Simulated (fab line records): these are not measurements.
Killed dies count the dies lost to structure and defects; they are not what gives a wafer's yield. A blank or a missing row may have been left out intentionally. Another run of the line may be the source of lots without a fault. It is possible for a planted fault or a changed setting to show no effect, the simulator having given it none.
Comparing a struck lot with a sound one :: flow rit-cmos :: 21 out of 202 route steps
Sound: the wafers L248.3, L248.5, L248.6. The struck wafers were L254.2, L254.4, L254.6. At the end, the cause is stated.
Each step with rows lists, per side, the tool, then ch with its chambers, then its first start. Under that, the readings that differ: sound wafers :: struck wafers :: difference of the means :: sigmas: that difference in standard deviations of wafers without a fault.
alike: same words and numbers on both sides, and readings whose means sit less than 2 such deviations apart. not compared: any withheld reading, any reading some wafer has no value for, any bound like >300 that may hide the same value, and any number with overlapping values for which the record gives no deviation.
The two part at a step that has a row with sigmas, a row that says differs or no value, or rows on one side only. Non-overlapping numbers with no deviation appear without sigmas and do not part them. A reading that every wafer of one side lacks parts them only if that side has two wafers or more.

first, 3 steps without rows for these wafers: RIT_GATE_CLEAN_02 (cleans in dHF, time 30 s); RIT_GATE_CLEAN_03 (cleans in SC2, time 600 s); RIT_GATE_CLEAN_04 (cleans in dHF, time 61.06 s).
RIT_FOX2_THK_MEAS_91:
  sound: film-metro-04 at day 2 08:58; struck: film-metro-04 at day 3 18:59
  alike: FIELD_OXIDE_LEFT_2_THK
then, 2 steps without rows for these wafers: RIT_GATE_OXIDATION_05 (target thk 3 nm, ox time 270 s); RIT_GATE_ANNEAL_06 (time 600 s).
RIT_GATE_THK_MEAS_07:
  sound: film-metro-03 at day 2 10:57; struck: film-metro-02 at day 3 22:22
  alike: GATE_OXIDE_THK
then, 1 step without rows for these wafers: RIT_GATE_CVD_08 (deposits poly-Si from SiH4, target thk 250 nm, time 2220 s).
RIT_GATE_THK_MEAS_09:
  sound: film-metro-04 at day 2 13:51; struck: film-metro-02 at day 4 00:02
  alike: GATE_POLY_THK
then, 3 steps without rows for these wafers: RIT_GATE_HMDS_10 (prime time 60 s); RIT_GATE_COAT_11 (resist thk 850 nm); RIT_GATE_SOFTBAKE_12 (time 60 s).
RIT_GATE_EXPOSE_13: exposes mask M6, target cd 150 nm.
  sound on iline-stepper-01 ch 0, day 2 14:33; struck on iline-stepper-02 ch 0, day 4 00:59
reading: mask
sound: M6#0 M6#0 M6#0
struck: M6_R1#0 M6_R1#0 M6_R1#0
difference: differs
sigmas: 
then, 2 steps without rows for these wafers: RIT_GATE_PEB_14; RIT_GATE_DEVELOP_15 (develop time 50 s).
RIT_GATE_CD_MEAS_16: the cd target is 150 nm.
  sound: cd-sem-02 at day 2 14:57; struck: cd-sem-02 at day 4 01:23
reading: cd-nm (nm)
sound: 148.3 146.2 146.2
struck: 162.1 163.4 162.9
difference: +15.9
sigmas: +6
RIT_GATE_OVL_MEAS_17:
  sound: overlay-02 at day 2 15:02; struck: overlay-02 at day 4 01:29
  alike: GATE_OVL
then, 1 step without rows for these wafers: RIT_GATE_HARDBAKE_18 (time 60 s).
RIT_GATE_ETCH_19: etches poly-Si in SF6/CHF3/O2, stops on SiO2, time 165 s, target depth 312.5 nm.
  sound on rie-si-01 ch 1,2,3, day 2 15:13; struck on rie-si-01 ch 1,2, day 4 01:40
reading: model.GATE.cd-nm (nm)
sound: 148 146.8 146.3
struck: 162.1 163.8 162.8
difference: +15.9
sigmas: 
  alike: drypump-motor-current-A, oes-product-au, throttle-valve-pct
  not compared: rf-hours-counter-h
RIT_GATE_STRIP_20: strips in O2, time 180 s.
  sound on plasma-asher-03 ch 0,1, day 2 15:23; struck on plasma-asher-04 ch 0,1, day 4 01:47
  alike: drypump-motor-current-A, rf-refl-power-W
  not compared: rf-hours-counter-h
RIT_M1_PROBE_99:
  sound: prober-01 at day 3 12:13; struck: prober-01 at day 4 21:29
reading: model.etest.pmos_0p3.r-on-ohm-um
sound: 6346 6328 6284
struck: 6495 6685 6603
difference: +275
sigmas: 

reading: model.etest.pmos_0p15.r-on-ohm-um
sound: 2780 2749 2712
struck: 3006 3117 3039
difference: +307
sigmas: 

reading: model.etest.pmos-turned.r-on-ohm-um
sound: 3509 3452 3432
struck: 3606 3774 3698
difference: +228
sigmas: 

reading: model.etest.nmos_0p15.r-on-ohm-um
sound: 1104 1071 1067
struck: 1211 1258 1229
difference: +152
sigmas: 

reading: model.etest.nmos_0p3.r-on-ohm-um
sound: 2156 2136 2126
struck: 2240 2285 2261
difference: +123
sigmas: 

reading: model.etest.nmos_0p15.drive-ua-um
sound: 467.8 475.4 472.7
struck: 423.9 406.6 416.3
difference: -56.4
sigmas: 

reading: model.etest.pmos_0p15.drive-ua-um
sound: 251.8 255.3 256.8
struck: 232.5 221.9 227.8
difference: -27.2
sigmas: 

reading: model.etest.npoly-line.line-ohm-um
sound: 174 176 174.8
struck: 150.9 144.6 147.2
difference: -27.4
sigmas: 
  alike: killed-at-contacts, killed-at-front-end, killed-dies, killed-open, killed-short

WHERE THEY PART
At RIT_GATE_EXPOSE_13 first; at RIT_GATE_CD_MEAS_16 last (within this record only). Later steps at which nothing parts them and some readings are alike: RIT_GATE_OVL_MEAS_17, RIT_GATE_ETCH_19, RIT_GATE_STRIP_20, RIT_M1_PROBE_99.

WHY: whatever the simulator had introduced
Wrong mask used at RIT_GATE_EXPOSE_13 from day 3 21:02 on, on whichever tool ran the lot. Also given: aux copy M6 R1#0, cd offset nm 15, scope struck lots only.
